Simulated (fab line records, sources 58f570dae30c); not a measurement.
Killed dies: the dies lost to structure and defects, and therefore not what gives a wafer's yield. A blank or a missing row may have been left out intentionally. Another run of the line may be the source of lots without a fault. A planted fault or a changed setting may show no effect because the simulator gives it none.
8D (eight disciplines) problem report, filled in by code    flow berkeley_cmos170    the parts of the form that need people (team, actions taken, sign-off) are left out

== 1. THE ISSUE ==
Mean of developer_temp_C at UCB170_V2_DEVELOP_11: 18.78 C across 6 wafers in 2 lots; on wafers with no fault it is 21.01 C (standard deviation 0.11). That is -20 standard deviations from the usual mean.
The step: develop time 45 s.
First seen on wafer L723.2, day 10 18:00, on litho_track-03. Wafers with a number at this step in the record: 42, from 14 lots. Rule for "out", or "out of limits": more than 4 standard deviations from the usual mean. The other wafers with a number count as sound.

== 2. WHAT THIS IS AND IS NOT ==
question                     is                      is not
which readings at this step  developer_temp_C        -
which lots                   L723, L724              L714, L715, L717, L727, L728, L729, L730, L732, L734, L735, L736, L737
which wafers of those lots   all that have a number  -
read on which tools          litho_track-03          litho_track-01, litho_track-02
when                         from day 10 18:00       up to then (9 sound wafers); but 27 sound wafers of L727, L728, L729, L730, L732, L734, L735, L736, L737 came after

== 3. SUSPECTS, AND WHAT RULES EACH OUT ==
Counting: a tool at any process step up to the reading remains a suspect when it ran all the lots that are out and ran no sound lot after the first of those.
- litho_track-03 at UCB170_V2_DEVELOP_11 (develop time 45 s): kept. It ran every lot that is out, first L723 (day 10 18:00), and no sound lot after that. Its own readings are out on those wafers: developer_temp_C.
The count leaves litho_track-03 at UCB170_V2_DEVELOP_11.

== 4. THE CAUSE (what the simulator had put in) ==
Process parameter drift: litho_track-03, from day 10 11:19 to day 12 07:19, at UCB170_V2_DEVELOP_11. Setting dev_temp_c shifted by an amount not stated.
This tool alone remained once counting was done.

== 5. THE EFFECT CHAIN, in route order ==
Each row: a reading where the mean over the struck wafers with a number is more than 3 standard deviations away from the usual. Readings are gone through only where the record gives a usual standard deviation; hours: the median, over the lots, of the time from a lot's start at the first step in this table giving one to that lot's start at this step; sigmas: the change measured in usual standard deviations.
hours  step                  reading           usual    on struck wafers  change  sigmas
0      UCB170_V2_DEVELOP_11  developer_temp_C  21.01 C  18.78             -2.23   -20
Its process steps:
- UCB170_V2_DEVELOP_11: develop time 45 s.

== 6. HOW IT WOULD HAVE BEEN CAUGHT EARLIER ==
In this record the first reading out of limits was taken at day 10 18:00, 7 hours after the fault began at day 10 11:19.
